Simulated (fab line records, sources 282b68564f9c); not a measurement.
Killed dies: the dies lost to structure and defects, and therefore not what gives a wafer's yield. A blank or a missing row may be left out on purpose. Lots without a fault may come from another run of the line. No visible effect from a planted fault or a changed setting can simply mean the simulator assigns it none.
Comparing a struck lot with a sound one || flow ritCmos || 21 out of 202 route steps
Sound: wafers L740.3, L740.4, L740.5. Wafers L758.1, L758.2, L758.4 were the ones struck. The cause comes at the end.
At each step with rows: each side's tool, then ch and its chambers, then its first start. Under that, the readings that differ: sound wafers || struck wafers || difference of the means || sigmas: that difference in standard deviations of wafers without a fault.
alike: a reading whose means differ by less than 2 such deviations, as well as words and numbers matching on both sides. not compared: withheld readings; readings where some wafer has no value; bounds like >300 that might hide an equal value; numbers whose values overlap and for which the record gives no deviation.
A row with sigmas, a row that says differs or no value, or rows on one side alone: a step with any of these is where the two part. Non-overlapping numbers with no deviation appear without sigmas and do not part them. A reading that every wafer of one side lacks parts them only if that side has two wafers or more.

RIT_GATE_CD_MEAS_16: the cd target is 150 nm.
  sound on cdSem-01 at day 3 10:52; struck on cdSem-02 at day 7 08:48
  alike: cdNm
RIT_GATE_OVL_MEAS_17:
  sound on overlay-02 at day 3 10:57; struck on overlay-02 at day 7 08:55
  alike: GATE_OVL
then, 1 step without rows for these wafers: RIT_GATE_HARDBAKE_18 (time 60 s).
RIT_GATE_ETCH_19: etches poly-Si in SF6/CHF3/O2, stops on SiO2, time 165 s, target depth 312.5 nm.
  sound on rieSi-02 ch 0,2, day 3 11:08; struck on rieSi-01 ch 0,1,2, day 7 09:07
  alike: drypumpMotorCurrentA, oesProductAu, rfFwdPowerW, throttleValvePct
  not compared: rfHoursCounterH
RIT_GATE_STRIP_20: strips in O2, time 180 s.
  sound on plasmaAsher-01 ch 0,1, day 3 11:17; struck on plasmaAsher-04 ch 0,1, day 7 09:13
  alike: drypumpMotorCurrentA
  not compared: rfHoursCounterH
RIT_GATE_CD_MEAS_90: the cd target is 150 nm.
  sound on cdSem-02 at day 3 11:27; struck on cdSem-02 at day 7 09:23
  alike: cdNm
then, 4 steps without rows for these wafers: RIT_REOX_CLEAN_00 (cleans in SC1, time 600 s); RIT_REOX_CLEAN_01 (cleans in dHF, time 30.56 s); RIT_REOX_CLEAN_02 (cleans in SC2, time 600 s); RIT_REOX_OXIDATION_03 (target thk 25.2 nm, ox time 5580 s).
RIT_REOX_THK_MEAS_04:
  sound on filmMetro-01 at day 3 14:53; struck on filmMetro-02 at day 7 12:26
  alike: REOX_OXIDE_THK
then, 1 step without rows for these wafers: RIT_NLDD_HMDS_00 (prime time 60 s).
RIT_NLDD_COAT_01: resist thk 1000 nm.
  sound on lithoTrack-04 ch 0, day 3 15:07; struck on lithoTrack-03 ch 0, day 7 12:38
{"reading": "spinSpeedRpm (rpm)", "sound": "3249.8 3248.4 3248.8", "struck": "2158.5 2159.8 2158.4", "difference": -1090.1, "sigmas": "-99 or more"}
{"reading": "model.NOVOLAK_of_NLDD_COAT_01.thkNm (nm)", "sound": "999 999 1001", "struck": "1224 1227 1224", "difference": "+225", "sigmas": ""}
  alike: chillPlateTempC, exhaustPa
then, 4 steps without rows for these wafers: RIT_NLDD_SOFTBAKE_02 (time 60 s); RIT_NLDD_EXPOSE_03 (exposes mask M7, target cd 40700 nm); RIT_NLDD_PEB_04; RIT_NLDD_DEVELOP_05 (develop time 50 s).
RIT_NLDD_OVL_MEAS_06:
  sound on overlay-01 at day 3 15:47; struck on overlay-02 at day 7 13:28
  alike: NLDD_OVL
RIT_NLDD_HARDBAKE_07: time 60 s.
  sound on lithoTrack-02 ch 0, day 3 15:52; struck on lithoTrack-03 ch 0, day 7 13:30
{"reading": "chillPlateTempC (C)", "sound": "23.11 23.27 23.23", "struck": "22.94 23.01 22.85", "difference": -0.27, "sigmas": -2}
{"reading": "model.NOVOLAK_of_NLDD_COAT_01.thkNm (nm)", "sound": "882.8 882.8 884.3", "struck": "1080 1082 1080", "difference": "+197", "sigmas": ""}
  alike: exhaustPa, heaterPowerTotalW
then, 1 step without rows for these wafers: RIT_NLDD_IMPLANT_08.
RIT_M1_PROBE_99:
  rows exist in the record for the sound wafers here (prober-01, day 4 07:48), none for the struck ones

WHERE THEY PART
Earliest at RIT_NLDD_COAT_01; latest, in this record, at RIT_M1_PROBE_99.

WHY: whatever the simulator had introduced
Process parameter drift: lithoTrack-03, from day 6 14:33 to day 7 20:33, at RIT_NLDD_COAT_01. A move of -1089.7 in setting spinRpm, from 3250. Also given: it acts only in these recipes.
